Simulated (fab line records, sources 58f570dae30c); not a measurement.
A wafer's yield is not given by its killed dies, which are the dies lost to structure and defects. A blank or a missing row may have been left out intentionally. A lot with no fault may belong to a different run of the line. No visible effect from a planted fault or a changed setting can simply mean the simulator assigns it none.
What tool caused it? / flow berkeley cmos170 / 13 lots, 39 wafers sampled, at 4 steps of a route of 331

== WHAT THE GAUGES READ, wafer by wafer ==
UCB170_V2_OVL_MEAS_13.
lot=L742; measured=day 7 23:34; on=overlay-02; V2_OVL (nm)=-6 -3 -1
lot=L743; measured=day 7 23:21; on=overlay-01; V2_OVL (nm)=3 6 -7
lot=L747; measured=day 8 07:34; on=overlay-01; V2_OVL (nm)=-1 -4 -3
lot=L746; measured=day 8 09:10; on=overlay-02; V2_OVL (nm)=-11 -1 -3
lot=L745; measured=day 8 09:18; on=overlay-01; V2_OVL (nm)=-5 3 -4
lot=L744; measured=day 8 09:29; on=overlay-02; V2_OVL (nm)=0 -1 -2
lot=L756; measured=day 10 17:47; on=overlay-02; V2_OVL (nm)=-2 -4 4
lot=L758; measured=day 11 00:09; on=overlay-01; V2_OVL (nm)=-3 -2 -3
lot=L761; measured=day 11 04:28; on=overlay-02; V2_OVL (nm)=-4 -9 -2
lot=L762; measured=day 12 00:41; on=overlay-02; V2_OVL (nm)=0 0 -1
lot=L764; measured=day 12 08:55; on=overlay-02; V2_OVL (nm)=-8 -5 -5
lot=L765; measured=day 12 09:38; on=overlay-02; V2_OVL (nm)=-3 6 -5
lot=L763; measured=day 12 09:44; on=overlay-01; V2_OVL (nm)=-10 -4 -9

UCB170_M3_OVL_MEAS_16.
lot=L742; measured=day 8 02:12; on=overlay-02; M3_OVL (nm)=5 13 16
lot=L743; measured=day 8 01:52; on=overlay-01; M3_OVL (nm)=-2 -2 0
lot=L747; measured=day 8 10:20; on=overlay-02; M3_OVL (nm)=5 -3 11
lot=L746; measured=day 8 11:54; on=overlay-02; M3_OVL (nm)=3 -2 4
lot=L745; measured=day 8 12:09; on=overlay-01; M3_OVL (nm)=-4 -2 0
lot=L744; measured=day 8 12:23; on=overlay-01; M3_OVL (nm)=-5 -1 -1
lot=L756; measured=day 10 21:07; on=overlay-02; M3_OVL (nm)=-1 -3 6
lot=L758; measured=day 11 02:36; on=overlay-02; M3_OVL (nm)=7 13 11
lot=L761; measured=day 11 08:01; on=overlay-02; M3_OVL (nm)=8 -2 7
lot=L762; measured=day 12 03:50; on=overlay-01; M3_OVL (nm)=-5 -5 -13
lot=L764; measured=day 12 12:02; on=overlay-01; M3_OVL (nm)=11 8 8
lot=L765; measured=day 12 12:41; on=overlay-01; M3_OVL (nm)=2 8 4
lot=L763; measured=day 12 12:56; on=overlay-02; M3_OVL (nm)=-2 0 2

UCB170_M3_BOW_MEAS_20.
lot=L742; measured=day 8 02:41; on=film metro-02; M3_BOW (um)=29 39 46
lot=L743; measured=day 8 02:23; on=film metro-04; M3_BOW (um)=36 39 35
lot=L747; measured=day 8 10:50; on=film metro-04; M3_BOW (um)=25 22 43
lot=L746; measured=day 8 12:24; on=film metro-01; M3_BOW (um)=35 38 45
lot=L745; measured=day 8 12:38; on=film metro-02; M3_BOW (um)=46 37 50
lot=L744; measured=day 8 12:52; on=film metro-04; M3_BOW (um)=31 36 39
lot=L756; measured=day 10 21:37; on=film metro-02; M3_BOW (um)=33 42 34
lot=L758; measured=day 11 03:06; on=film metro-02; M3_BOW (um)=40 37 23
lot=L761; measured=day 11 08:33; on=film metro-04; M3_BOW (um)=46 35 38
lot=L762; measured=day 12 04:21; on=film metro-04; M3_BOW (um)=30 27 33
lot=L764; measured=day 12 12:35; on=film metro-01; M3_BOW (um)=34 28 35
lot=L765; measured=day 12 13:11; on=film metro-02; M3_BOW (um)=38 23 27
lot=L763; measured=day 12 13:26; on=film metro-04; M3_BOW (um)=45 37 36

== WHAT TOOL EACH LOT RAN ON (gives the tool, then ch and the chambers of the sampled wafers, and finally the start) ==
lot=L742; UCB170_V1_CMP_02=cmp-02 ch 0,2,3, day 7 16:03
lot=L743; UCB170_V1_CMP_02=cmp-01 ch 0,1,3, day 7 16:09
lot=L747; UCB170_V1_CMP_02=cmp-01 ch 1,2,3, day 8 00:59
lot=L746; UCB170_V1_CMP_02=cmp-01 ch 0,1, day 8 01:14
lot=L745; UCB170_V1_CMP_02=cmp-01 ch 0,1,3, day 8 01:29
lot=L744; UCB170_V1_CMP_02=cmp-01 ch 0,1,3, day 8 01:47
lot=L756; UCB170_V1_CMP_02=cmp-02 ch 0,1, day 10 10:37
lot=L758; UCB170_V1_CMP_02=cmp-02 ch 2,3, day 10 16:14
lot=L761; UCB170_V1_CMP_02=cmp-02 ch 2,3, day 10 21:07
lot=L762; UCB170_V1_CMP_02=cmp-01 ch 2,3, day 11 18:07
lot=L764; UCB170_V1_CMP_02=cmp-01 ch 1,3, day 12 00:58
lot=L765; UCB170_V1_CMP_02=cmp-01 ch 0,1,3, day 12 01:13
lot=L763; UCB170_V1_CMP_02=cmp-02 ch 0,3, day 12 01:24
- UCB170_V1_CMP_02: polishes SiO2.

== AS READ BY THE TOOLS THEMSELVES (means over the sampled wafers that have a number; for cases with no such wafer, the mark the record gives instead) ==
UCB170_V1_CMP_02.
lot=L742; tool=cmp-02; motor current A (A)=15.5
lot=L743; tool=cmp-01; motor current A (A)=16.3
lot=L747; tool=cmp-01; motor current A (A)=15.7
lot=L746; tool=cmp-01; motor current A (A)=15.8
lot=L745; tool=cmp-01; motor current A (A)=15.3
lot=L744; tool=cmp-01; motor current A (A)=15.8
lot=L756; tool=cmp-02; motor current A (A)=14.3
lot=L758; tool=cmp-02; motor current A (A)=16.2
lot=L761; tool=cmp-02; motor current A (A)=16.3
lot=L762; tool=cmp-01; motor current A (A)=15.9
lot=L764; tool=cmp-01; motor current A (A)=16.7
lot=L765; tool=cmp-01; motor current A (A)=15.8
lot=L763; tool=cmp-02; motor current A (A)=14.3

== THE ANSWER, worked out from the rows above alone ==
Rule: the usual values come from the lots themselves. The widest of any qualifying gaps counts: lots, ordered by their means at a reading, are off when they make up no more than a third of the lots, leave a main group of 4 or more, and stand apart from it by 3 or more times the standard deviation of that group's means. A main group whose means are all the same, to the digits that the tables above print for the reading, isn't used. A lot without any number at a reading at which 4 lots or more have one is off too. Where the step has rows for the other lots, those lots are counted as sound. The gauges are gone through in route order, then the tools' own readings, and for those a lot's mean is taken as printed above. The first step at which some lot is off is used, and at that step the reading that is off furthest; a lot without a number counts as furthest.
No lot is off at any reading shown: from this, nothing can be told.

== WHAT WAS PUT IN BY THE SIMULATOR ==
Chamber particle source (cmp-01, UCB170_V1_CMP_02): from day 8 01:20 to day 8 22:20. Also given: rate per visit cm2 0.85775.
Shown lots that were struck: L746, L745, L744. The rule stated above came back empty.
